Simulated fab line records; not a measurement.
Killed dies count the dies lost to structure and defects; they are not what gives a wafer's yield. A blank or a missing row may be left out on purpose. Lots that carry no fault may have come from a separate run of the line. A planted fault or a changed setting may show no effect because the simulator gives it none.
One fault seen from 2 desks + flow rit-cmos + each desk holds nothing but its own numbers, with what lay behind them at the end

## DESK OF THE TOOL OWNER: implanter-03
The tool's own readings at RIT_PWELL_IMPLANT_08, given as means over the sampled wafers that have a number, one for each lot that went through this tool. If a lot's mean is further than 4 standard deviations from the usual mean, the lot is out of limits and carries the mark OUT (the distance appears in the brackets).
Columns: A = beam-on-s at RIT_PWELL_IMPLANT_08, usual 10.00 s; B = dose-ions-cm2 at RIT_PWELL_IMPLANT_08, usual 6.999e+13; C = faraday-current-uA at RIT_PWELL_IMPLANT_08, usual 222
| lot  | first seen here | A     | B                           | C             |
|------|-----------------|-------|-----------------------------|---------------|
| L774 | day 3 00:58     | 10.00 | 7.002e+13                   | 222           |
| L778 | day 3 19:20     | 9.81  | 7.001e+13                   | 226           |
| L781 | day 4 10:22     | 9.89  | 7.009e+13                   | 224           |
| L783 | day 4 20:17     | 9.84  | 1.144e+14 (+99 or more) OUT | 368 (+34) OUT |
| L786 | day 5 11:35     | 10.16 | 1.143e+14 (+99 or more) OUT | 356 (+31) OUT |
This desk's finding: out of limits on L783, L786; first on L783, day 4 20:17 (dose-ions-cm2 at RIT_PWELL_IMPLANT_08). Within limits: L774, L778, L781.

## AT THE METROLOGY DESK
What the gauges read, lot by lot, whatever tool the lot ran on: means of the sampled wafers that have a number. If a lot's mean is further than 4 standard deviations from the usual mean, the lot is out of limits and carries the mark OUT (the distance appears in the brackets).
Columns: A = PWELL_TW at RIT_PWELL_TW_MEAS_10, usual 957; B = PWELL_RS at RIT_WELLDRIVE_RS_MEAS_02, usual 429.6 ohm/sq
| lot  | first seen here | A              | B               |
|------|-----------------|----------------|-----------------|
| L769 | day 1 22:59     | 963            | 427.9           |
| L770 | day 2 03:28     | 967            | 428.6           |
| L773 | day 2 19:25     | 965            | 431.0           |
| L774 | day 3 01:17     | 961            | 428.9           |
| L775 | day 3 06:04     | 959            | 429.3           |
| L776 | day 3 13:29     | 945            | 430.1           |
| L777 | day 3 16:38     | 939            | 430.3           |
| L778 | day 3 19:38     | 961            | 430.5           |
| L781 | day 4 10:41     | 963            | 429.8           |
| L783 | day 4 20:34     | 1135 (+21) OUT | 317.3 (-94) OUT |
| L784 | day 5 03:46     | 949            | 430.5           |
| L786 | day 5 11:55     | 1107 (+18) OUT | 316.7 (-94) OUT |
| L788 | day 5 21:43     | 954            | 431.2           |
| L792 | day 6 18:09     | 955            | 428.8           |
Per this desk, out of limits: L783, L786; the first was L783, day 4 20:34 (PWELL_TW at RIT_PWELL_TW_MEAS_10). Within limits: L769, L770, L773, L774, L775, L776, L777, L778, L781, L784, L788, L792.

## ALL TOGETHER
The tool owner's desk had the chance to raise an alarm at day 4 20:17 on L783, L786.
An alarm was possible from the metrology desk at day 4 20:34, on L783, L786.
The lots listed all ran RIT_PWELL_IMPLANT_08 on implanter-03.

## WHAT WAS PUT IN BY THE SIMULATOR
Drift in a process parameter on implanter-03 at RIT_PWELL_IMPLANT_08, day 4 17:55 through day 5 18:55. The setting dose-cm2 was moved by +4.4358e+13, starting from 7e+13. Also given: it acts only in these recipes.
Struck lots among those shown: L783, L786.
Fault start to first reading out of limits, in hours, per desk: tool owner, 2; metrology, 3.
